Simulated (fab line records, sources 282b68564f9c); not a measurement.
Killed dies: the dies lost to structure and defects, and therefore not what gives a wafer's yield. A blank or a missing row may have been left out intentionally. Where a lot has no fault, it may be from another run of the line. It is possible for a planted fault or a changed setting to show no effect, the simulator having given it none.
fab line records | flow rit_cmos
[record] lots = 15 wafers = 45 last_day = 7
route steps=202 shown NWELL@31 M1@202
lots untouched by any fault: they come from a run of this same line in which no faults occurred
start_h: start of the lot's first displayed wafer, in hours after the record's first day | wait_h: time in hours since the lot's previous step | " the same as in the row above | L1.1+2: one row covering several wafers at once | - value missing, or start not given | * or withheld: withheld | < > ~ a bound
route shown NAME@n: NAME is a module with steps in the file, n the number in the route of the first one | usual: mean/standard deviation of fault-free wafers | same: alike in all rows | chamber/n: place in a boat | sites: per-site readings | _std_site: the values' standard deviation | _edge_site: the outer-site mean with the inner-site mean subtracted | radius_mm: how far each site lies from the wafer's centre | mask NAME#n: copy n | behind: the last tool/chamber to shape the wafer | hold: reason for holding the lot/hours on hold/outcome of the hold | device: names the non-switching transistor (n, p or np) | end of line: tests of these same wafers at the route's end | where a step has no rows: the recipe by itself | killed: count of dies lost to structure and defects at first sort (not the wafer's yield) | map: per-die view of a wafer (x killed, . not killed, _ where there is no die)
set.NAME: the run value of the setting; set.NAME@STEP: its run value at that earlier step | model.NAME: the simulator's own value behind a step, which no gauge read
route steps across a sampled set of lots; one table per step, one row per wafer
services: a tool's chamber out of use, with start hour (start_h, from the record's first day; less than 0 if before it), hours out, and reason
[[steps]]
[step RIT_NWELL_EXPOSE_03]
[recipe] mask_id = M2 na = 0.57 target_cd_nm = 43900 dose_mj = 250
[usual] stage_vel_mm_s = 500.01/0.28
// columns lot.wafer tool chamber start_h wait_h mask stage_vel_mm_s
L978.2 iline_stepper-01 0 19.84 0.1 M2#0 499.95
L978.4 " 0 " " M2#0 499.88
L978.5 " 0 " " M2#0 500.29
L980.1 iline_stepper-01 0 30.57 0.1 M2#0 500.03
L980.4 " 0 " " M2#0 500.22
L980.5 " 0 " " M2#0 500.07
L981.1 iline_stepper-02 0 35.65 0.2 M2#0 500.48
L981.3 " 0 " " M2#0 500.16
L981.6 " 0 " " M2#0 500.14
L982.2 iline_stepper-02 0 39.92 0.1 M2#0 500.57
L982.5 " 0 " " M2#0 500.46
L982.6 " 0 " " M2#0 500.55
L983.3 iline_stepper-01 0 44.92 0.2 M2#0 500.14
L983.4 " 0 " " M2#0 500.38
L983.6 " 0 " " M2#0 500.06
L988.3 iline_stepper-02 0 70.69 0.2 M2#0 499.44
L988.4 " 0 " " M2#0 499.79
L988.6 " 0 " " M2#0 499.92
L990.2 iline_stepper-02 0 80.56 0.2 M2#0 500.25
L990.3 " 0 " " M2#0 500.74
L990.6 " 0 " " M2#0 499.99
L991.2 iline_stepper-02 0 84.85 0.1 M2#0 499.75
L991.4 " 0 " " M2#0 499.57
L991.6 " 0 " " M2#0 499.71
L994.2 iline_stepper-01 0 99.87 0.1 M2#0 499.89
L994.4 " 0 " " M2#0 499.98
L994.6 " 0 " " M2#0 499.94
L995.1 iline_stepper-01 0 105.24 0.1 M2#0 499.79
L995.2 " 0 " " M2#0 500.30
L995.6 " 0 " " M2#0 499.72
L996.1 iline_stepper-01 0 109.87 0.1 M2#0 499.90
L996.3 " 0 " " M2#0 499.53
L996.4 " 0 " " M2#0 499.76
L998.3 iline_stepper-01 0 122.49 0.2 M2#0 500.09
L998.4 " 0 " " M2#0 500.17
L998.6 " 0 " " M2#0 500.12
L999.2 iline_stepper-01 0 126.80 0.1 M2#0 499.87
L999.5 " 0 " " M2#0 499.82
L999.6 " 0 " " M2#0 499.78
L100.1 iline_stepper-01 0 131.43 0.1 M2#0 500.13
L100.2 " 0 " " M2#0 500.46
L100.6 " 0 " " M2#0 500.06
L101.2 iline_stepper-01 0 137.21 0.1 M2#0 499.50
L101.3 " 0 " " M2#0 499.94
L101.4 " 0 " " M2#0 500.34
[step RIT_NWELL_OVL_MEAS_06]
[usual] NWELL_OVL = 1.8/1.3
// columns lot.wafer tool chamber start_h wait_h NWELL_OVL[nm]
L978.2 overlay-01 - 20.25 - 2.5
L978.4 " - " " 4.4
L978.5 " - " " 2.4
L980.1 overlay-01 - 31.00 - 4.0
L980.4 " - " " 3.5
L980.5 " - " " 2.5
L981.1 overlay-01 - 36.08 - 0.5
L981.3 " - " " 1.2
L981.6 " - " " -1.2
L982.2 overlay-02 - 40.33 - 4.4
L982.5 " - " " 4.5
L982.6 " - " " 3.2
L983.3 overlay-01 - 45.32 - 0.5
L983.4 " - " " 1.9
L983.6 " - " " 1.0
L988.3 overlay-01 - 71.09 - -145.5
L988.4 " - " " -147.5
L988.6 " - " " -146.3
L990.2 overlay-01 - 80.98 - -148.5
L990.3 " - " " -149.1
L990.6 " - " " -148.8
L991.2 overlay-01 - 85.26 - -147.0
L991.4 " - " " -148.9
L991.6 " - " " -147.4
L994.2 overlay-02 - 100.29 - 1.8
L994.4 " - " " 1.3
L994.6 " - " " 0.9
L995.1 overlay-02 - 105.67 - 2.4
L995.2 " - " " 1.5
L995.6 " - " " 0.8
L996.1 overlay-02 - 110.30 - 1.7
L996.3 " - " " 3.6
L996.4 " - " " 2.8
L998.3 overlay-01 - 122.89 - 0.1
L998.4 " - " " -0.5
L998.6 " - " " 1.1
L999.2 overlay-02 - 127.22 - 3.2
L999.5 " - " " 2.8
L999.6 " - " " 1.9
L100.1 overlay-01 - 131.86 - 2.8
L100.2 " - " " 2.9
L100.6 " - " " 2.0
L101.2 overlay-02 - 137.63 - 2.9
L101.3 " - " " 2.2
L101.4 " - " " 2.0
[step RIT_M1_PROBE_99]
[usual] killed_at_contacts = 0.1/0.25 killed_at_front_end = 7/3.1 killed_dies = 7/3.1 killed_open = 3.6/2 killed_short = 3.5/2
[same] gross_dies = 264 killed_at_M0_to_M3 = 0 killed_at_M4_up = 0 killed_at_back_side = 0 killed_at_other = 0
// columns lot.wafer tool chamber start_h wait_h killed_at_contacts killed_at_front_end killed_dies killed_open killed_short
L990.2 prober-02 - 117.66 0.1 0 5 5 4 1
L990.3 prober-02 - 117.71 0.2 1 3 4 3 1
L990.6 prober-02 - 117.86 0.2 0 4 4 2 2
L991.2 prober-01 - 123.18 0.1 0 8 8 4 4
L991.4 prober-01 - 123.28 0.2 0 9 9 5 4
L991.6 prober-01 - 123.38 0.2 0 6 6 3 3
L995.1 prober-01 - 142.72 0.1 0 9 9 5 4
L995.2 prober-01 - 142.77 0.1 0 5 5 3 2
L995.6 prober-01 - 142.97 0.2 0 11 11 6 5
// killed by level:class
L990.2 FOX1:geometric_particle:open=1 FOX2:geometric_particle:open=1 GATE:geometric_particle:open=1 REOX:geometric_particle:short=1 SPACER:geometric_particle:open=1
L990.3 FOX2:geometric_particle:open=1 GATE:geometric_particle:short=1 SPACER:geometric_particle:open=1 CONTACT:geometric_particle:open=1
L990.6 GATE:geometric_particle:short=2 REOX:geometric_particle:open=2
L991.2 GATE:geometric_particle:short=2 GATE:geometric_particle:open=2 FOX1:geometric_particle:open=1 REOX:geometric_particle:short=1 SILICIDE:geometric_particle:short=1 SILICIDE:geometric_particle:open=1
L991.4 GATE:geometric_particle:open=2 REOX:geometric_particle:short=2 FOX1:geometric_particle:open=1 FOX2:geometric_particle:short=1 GATE:geometric_particle:short=1 REOX:geometric_particle:open=1 SILICIDE:geometric_particle:open=1
L991.6 GATE:geometric_particle:open=2 GATE:geometric_particle:short=1 REOX:geometric_particle:open=1 REOX:geometric_particle:short=1 SILICIDE:geometric_particle:short=1
L995.1 GATE:geometric_particle:open=3 REOX:geometric_particle:short=2 FOX1:geometric_particle:open=1 FOX2:geometric_particle:short=1 GATE:geometric_particle:short=1 SPACER:geometric_particle:open=1
L995.2 GATE:geometric_particle:open=3 FOX1:geometric_particle:short=1 GATE:geometric_particle:short=1
L995.6 GATE:geometric_particle:short=2 REOX:geometric_particle:open=2 SPACER:geometric_particle:open=2 GATE:geometric_particle:open=1 REOX:geometric_particle:short=1 SILICIDE:geometric_particle:short=1 SPACER:geometric_particle:short=1 SILICIDE:geometric_particle:open=1
[[services]]
// columns tool chamber start_h hours kind
iline_stepper-01 - -1.93 8.9 pm
iline_stepper-02 - 7.00 1.7 pm
iline_stepper-02 - 96.81 14.0 repair
iline_stepper-01 - 110.81 1.7 pm
[[key]]
[first_sign] step = RIT_NWELL_OVL_MEAS_06 reading = NWELL_OVL direction = down sigmas = 99+ usual = 1.8 struck = -147.7
effect none on later readings
met_at RIT_NWELL_EXPOSE_03
struck_lots L988,L990,L991
tester_left_out L988,L990,L991
onset_between 39.92 70.69
[fault] kind = scanner_matching_overlay tool = iline_stepper-02 chamber = - onset_h = 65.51 steps = RIT_NWELL_EXPOSE_03 offset = -150
// tester_left_out: of these lots the tester's yield and bins aren't shown, on N5 and GAA mostly nor the transistor test; their killed dies are dies lost to structure and defects alone, not to doping, threshold or leakage, so they don't give the yield
